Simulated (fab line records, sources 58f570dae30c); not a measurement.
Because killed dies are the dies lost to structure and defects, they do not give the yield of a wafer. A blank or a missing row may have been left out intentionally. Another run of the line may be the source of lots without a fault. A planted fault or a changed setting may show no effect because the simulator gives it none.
Which tool is to blame? + flow berkeley_cmos170 + 13 lots, 39 wafers sampled, at 2 steps of a route of 331

WHAT THE GAUGES SHOWED, per wafer
UCB170_NSD_CD_MEAS_06: the cd target is 1200 nm.
| lot  | measured     | on        | cd_nm (nm)           |
|------|--------------|-----------|----------------------|
| L876 | day 8 00:56  | cd_sem-02 | 1202.2 1200.7 1202.8 |
| L877 | day 8 01:10  | cd_sem-01 | 1197.2 1199.4 1198.4 |
| L879 | day 8 16:58  | cd_sem-02 | 1199.5 1202.2 1200.6 |
| L878 | day 8 17:11  | cd_sem-01 | 1198.9 1199.0 1198.5 |
| L880 | day 8 22:02  | cd_sem-01 | 1201.0 1202.3 1201.0 |
| L882 | day 8 22:22  | cd_sem-01 | 1199.9 1198.5 1199.9 |
| L884 | day 9 10:35  | cd_sem-02 | 1198.8 1198.1 1199.9 |
| L885 | day 10 00:05 | cd_sem-02 | 1201.5 1201.4 1202.6 |
| L886 | day 10 00:27 | cd_sem-01 | 1197.2 1197.9 1198.1 |
| L887 | day 10 00:39 | cd_sem-02 | 1200.9 1201.0 1201.1 |
| L891 | day 11 00:40 | cd_sem-02 | 1208.0 1212.9 1202.9 |
| L889 | day 11 00:45 | cd_sem-01 | 1198.8 1198.1 1200.2 |
| L897 | day 12 03:07 | cd_sem-01 | 1199.8 1200.1 1199.8 |

TOOL THAT RAN EACH LOT (tool first, then ch and the chambers of the sampled wafers, then the start)
| lot  | UCB170_NSD_EXPOSE_03              |
|------|-----------------------------------|
| L876 | krf_scanner-01 ch 0, day 8 00:30  |
| L877 | krf_scanner-02 ch 0, day 8 00:46  |
| L879 | krf_scanner-01 ch 0, day 8 16:11  |
| L878 | krf_scanner-02 ch 0, day 8 16:23  |
| L880 | krf_scanner-01 ch 0, day 8 21:26  |
| L882 | krf_scanner-01 ch 0, day 8 21:44  |
| L884 | krf_scanner-02 ch 0, day 9 09:36  |
| L885 | krf_scanner-01 ch 0, day 9 23:41  |
| L886 | krf_scanner-02 ch 0, day 10 00:04 |
| L887 | krf_scanner-01 ch 0, day 10 00:16 |
| L891 | krf_scanner-02 ch 0, day 10 23:58 |
| L889 | krf_scanner-01 ch 0, day 11 00:14 |
| L897 | krf_scanner-01 ch 0, day 12 02:43 |
- UCB170_NSD_EXPOSE_03: exposes mask NSELECT MOD, target cd 1200 nm.

WHAT THE TOOLS THEMSELVES READ (means of the sampled wafers that have a number; where no wafer has one, the mark that the record gives instead)
UCB170_NSD_EXPOSE_03.
| lot  | tool           | exposure_dose_mJ_cm2 |
|------|----------------|----------------------|
| L876 | krf_scanner-01 | 31.02                |
| L877 | krf_scanner-02 | 31.06                |
| L879 | krf_scanner-01 | 31.01                |
| L878 | krf_scanner-02 | 31.05                |
| L880 | krf_scanner-01 | 31.05                |
| L882 | krf_scanner-01 | 31.02                |
| L884 | krf_scanner-02 | 31.13                |
| L885 | krf_scanner-01 | 31.02                |
| L886 | krf_scanner-02 | 31.03                |
| L887 | krf_scanner-01 | 31.07                |
| L891 | krf_scanner-02 | 30.86                |
| L889 | krf_scanner-01 | 31.02                |
| L897 | krf_scanner-01 | 31.04                |

THE ANSWER, worked out from the rows above alone
Rule: the usual values come from the lots themselves. The widest of any qualifying gaps counts: lots, ordered by their means at a reading, are off when they make up no more than a third of the lots, leave a main group of 4 or more, and stand apart from it by 3 or more times the standard deviation of that group's means. The tables above print the reading to a certain number of digits; a main group whose means all agree to those digits is not used. A lot without any number at a reading at which 4 lots or more have one is off too. The other lots that the step has rows for count as sound. First the gauges in route order, then the tools' own readings, where a lot's mean is used as printed above. The first step at which some lot is off is used, and at that step the reading that is off furthest; a lot without a number counts as furthest.
Off, at UCB170_NSD_CD_MEAS_06 on cd_nm: L891. The main group has a mean of 1199.9 nm with a standard deviation of 1.4.
A tool fits if, at a process step before that reading, it ran every lot that is off, and no sound lot after the first of them. Not tried: the gauges at UCB170_NSD_CD_MEAS_06; whatever is off there is also off at UCB170_NSD_EXPOSE_03, on other tools, and gauge error can't account for it. One fits: krf_scanner-02 at UCB170_NSD_EXPOSE_03. Its last sound lot is L886 (day 10 00:04), its first lot that is off L891 (day 10 23:58): a fault that began between those two fits.
On the lots that are off, the tool's own readings at UCB170_NSD_EXPOSE_03 differ by more than 5 times the standard deviation of the sound lots' means, which bears it out; exposure_dose_mJ_cm2 reads 30.86 there versus 31.04 on the sound lots.

WHAT THE SIMULATOR PUT IN
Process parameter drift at UCB170_NSD_EXPOSE_03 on krf_scanner-02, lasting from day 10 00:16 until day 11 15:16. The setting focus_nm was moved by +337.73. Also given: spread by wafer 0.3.
Struck lots among those shown: L891. The same result came from the rule above.
